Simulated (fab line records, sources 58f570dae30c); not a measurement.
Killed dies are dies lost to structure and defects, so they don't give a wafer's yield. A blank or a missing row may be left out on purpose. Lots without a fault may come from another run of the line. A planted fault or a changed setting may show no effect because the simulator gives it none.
fab line records | flow berkeley_cmos170
record lots=13 wafers=39 last_day=11
route steps=331 shown M2@282
lots that met no fault: from a run of the same line without faults
start_h: hours from the record's first day to the start of the lot's first wafer shown | wait_h: hours since the lot's step before | " the same as in the row above | L1.1+2: a row that stands for several wafers | - no value, or no start given | * or withheld: withheld | < > ~ a bound
route shown NAME@n: a module of which the file shows steps, and the number in the route of the first | usual: mean/standard deviation of fault-free wafers | same: alike in all rows | chamber/n: place in a boat | sites: the reading at each site | _std_site: their standard deviation | _edge_site: outer sites' mean less inner sites' | radius_mm: how far each site lies from the wafer's centre | mask NAME#n: copy n | behind: the tool/chamber that last shaped the wafer | hold: why the lot was held/for how many hours/how that ended | device: the transistor (n, p or np) that didn't switch | end of line: the same wafers' tests at the end of the route | a step without rows: its recipe alone | killed: dies lost to structure and defects at the first sort, not the wafer's yield | map: a wafer's dies, x killed, . not, _ none there
set.NAME: the setting as run; set.NAME@STEP: as run at that earlier step | model.NAME: the simulator's own value behind a step, which no gauge read
steps of the route over a sample of lots; a table a step, a row a wafer
## steps
# step UCB170_M2_SOFTBAKE_11
# recipe resist=KrF temp_c=130 time_s=60
# usual heater_power_total_W=56.80/0.048 plate_temp_C=130.00/0.13 run_length_s=89.21/0.14
# columns lot.wafer tool chamber start_h wait_h heater_power_total_W plate_temp_C run_length_s
L592.2 litho_track-02 0 165 - 56.86 129.84 89.15
L592.4 " 0 " " 56.90 129.95 89.27
L592.5 " 0 " " 56.79 129.89 89.27
L591.1 litho_track-01 0 165 - 56.77 129.91 88.96
L591.2 " 0 " " 56.80 130.05 89.09
L591.4 " 0 " " 56.76 130.08 88.97
L593.1 litho_track-03 0 166 - 56.74 130.09 89.32
L593.3 " 0 " " 56.87 130.16 89.46
L593.6 " 0 " " 56.94 130.18 89.28
L594.4 litho_track-01 0 167 - 56.78 130.14 89.03
L594.5 " 0 " " 56.85 129.79 89.03
L594.6 " 0 " " 56.76 130.06 89.17
L595.1 litho_track-03 0 173 - 56.74 130.02 89.35
L595.3 " 0 " " 56.79 129.82 89.28
L595.5 " 0 " " 56.81 130.02 89.46
L599.2 litho_track-02 0 199 - 58.72 - 82.40
L599.4 " 0 " " 58.75 - 82.49
L599.5 " 0 " " 58.72 - 82.42
L602.1 litho_track-03 0 216 - 56.85 130.03 89.33
L602.2 " 0 " " 56.78 130.17 89.29
L602.3 " 0 " " 56.78 130.20 89.25
L603.2 litho_track-02 0 217 - 58.74 - 82.51
L603.4 " 0 " " 58.82 - 82.53
L603.6 " 0 218 - 58.72 - 82.51
L606.1 litho_track-03 0 225 - 56.80 129.96 89.22
L606.5 " 0 " " 56.82 129.87 89.40
L606.6 " 0 " " 56.76 130.05 89.36
L607.2 litho_track-01 0 239 - 56.81 129.83 89.02
L607.4 " 0 " " 56.78 129.85 89.25
L607.5 " 0 " " 56.87 129.96 89.25
L608.3 litho_track-01 0 253 - 56.81 130.22 89.06
L608.4 " 0 " " 56.77 129.97 89.05
L608.5 " 0 " " 56.84 130.14 89.07
L612.1 litho_track-03 0 253 - 56.81 130.09 89.22
L612.2 " 0 " " 56.85 129.92 89.35
L612.3 " 0 " " 56.87 129.84 89.33
L611.2 litho_track-01 0 254 - 56.78 130.17 88.96
L611.4 " 0 " " 56.73 130.19 88.99
L611.5 " 0 " " 56.88 130.15 89.04
## key
first_sign step=UCB170_M2_SOFTBAKE_11 reading=run_length_s direction=down sigmas=49 usual=* struck=*
effect step=UCB170_M2_SOFTBAKE_11 reading=heater_power_total_W direction=up sigmas=40 usual=56.80 struck=58.74
met_at UCB170_M2_SOFTBAKE_11
struck_lots L599,L603
onset_between 165 199
fault kind=process_parameter_drift tool=litho_track-02 chamber=- onset_h=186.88 steps=UCB170_M2_SOFTBAKE_11 channel=time_s offset=* shape=step end_h=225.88 acts_in=* stated=*
